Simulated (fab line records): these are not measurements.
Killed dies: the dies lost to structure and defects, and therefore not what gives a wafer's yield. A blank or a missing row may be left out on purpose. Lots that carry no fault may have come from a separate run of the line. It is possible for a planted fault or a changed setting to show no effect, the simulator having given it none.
Which of the tools did it? -- flow berkeley-cmos170 -- 7 lots with 21 wafers sampled at 3 steps, on a route of 331 steps

== WHAT THE GAUGES READ, wafer by wafer ==
UCB170_CONTACT_OVL_MEAS_16.
lot,measured,on,CONTACT_OVL (nm)
L523,day 8 06:15,overlay-02,-5 2 4
L526,day 8 08:55,overlay-02,-1 5 6
L525,day 8 12:57,overlay-02,6 11 1
L529,day 9 00:26,overlay-01,0 4 -4
L530,day 9 16:43,overlay-01,0 9 2
L533,day 11 03:16,overlay-01,263 266 270
L538,day 11 22:22,overlay-01,265 263 275

== WHAT TOOL EACH LOT RAN ON (gives the tool, then ch and the chambers of the sampled wafers, and finally the start) ==
lot,UCB170_PSD_PEB_04,UCB170_CONTACT_EXPOSE_12
L523,"litho-track-04 ch 0, day 7 19:17","krf-scanner-02 ch 0, day 8 05:44"
L526,"litho-track-01 ch 0, day 8 00:28","krf-scanner-02 ch 0, day 8 08:27"
L525,"litho-track-01 ch 0, day 8 03:02","krf-scanner-02 ch 0, day 8 12:26"
L529,"litho-track-04 ch 0, day 8 13:34","krf-scanner-02 ch 0, day 8 23:56"
L530,"litho-track-01 ch 0, day 9 04:34","krf-scanner-02 ch 0, day 9 15:32"
L533,"litho-track-01 ch 0, day 10 16:07","krf-scanner-02 ch 0, day 11 02:23"
L538,"litho-track-04 ch 0, day 11 09:04","krf-scanner-02 ch 0, day 11 21:44"
- UCB170_PSD_PEB_04
- UCB170_CONTACT_EXPOSE_12: exposes mask CONT, target cd 700 nm.

== THE ANSWER, worked out from the rows above alone ==
Rule: what is usual is taken from the lots themselves. Put in order of their means at a reading, lots are off if they are a third of the lots or fewer, leave a main group of 4 or more, and stand apart from it by a gap of 3 or more times the standard deviation of the main group's means; of several such gaps the widest counts. The tables above print the reading to a certain number of digits; a main group whose means all agree to those digits is not used. A lot without any number at a reading at which 4 lots or more have one is off too. Any other lot the step has rows for is counted as sound.
Off: at UCB170_CONTACT_OVL_MEAS_16 (CONTACT_OVL), L533, L538. For the main group the mean is 3 nm and the standard deviation 2.2.
A tool fits if, at a process step before that reading, it ran every lot that is off, and no sound lot after the first of them. Those tools and the gauges at UCB170_CONTACT_OVL_MEAS_16 are tried in the same way. Undecided on this evidence; 2 tools fit (krf-scanner-02 at UCB170_CONTACT_EXPOSE_12, overlay-01 at UCB170_CONTACT_OVL_MEAS_16).

== WHAT THE SIMULATOR HAD PUT IN ==
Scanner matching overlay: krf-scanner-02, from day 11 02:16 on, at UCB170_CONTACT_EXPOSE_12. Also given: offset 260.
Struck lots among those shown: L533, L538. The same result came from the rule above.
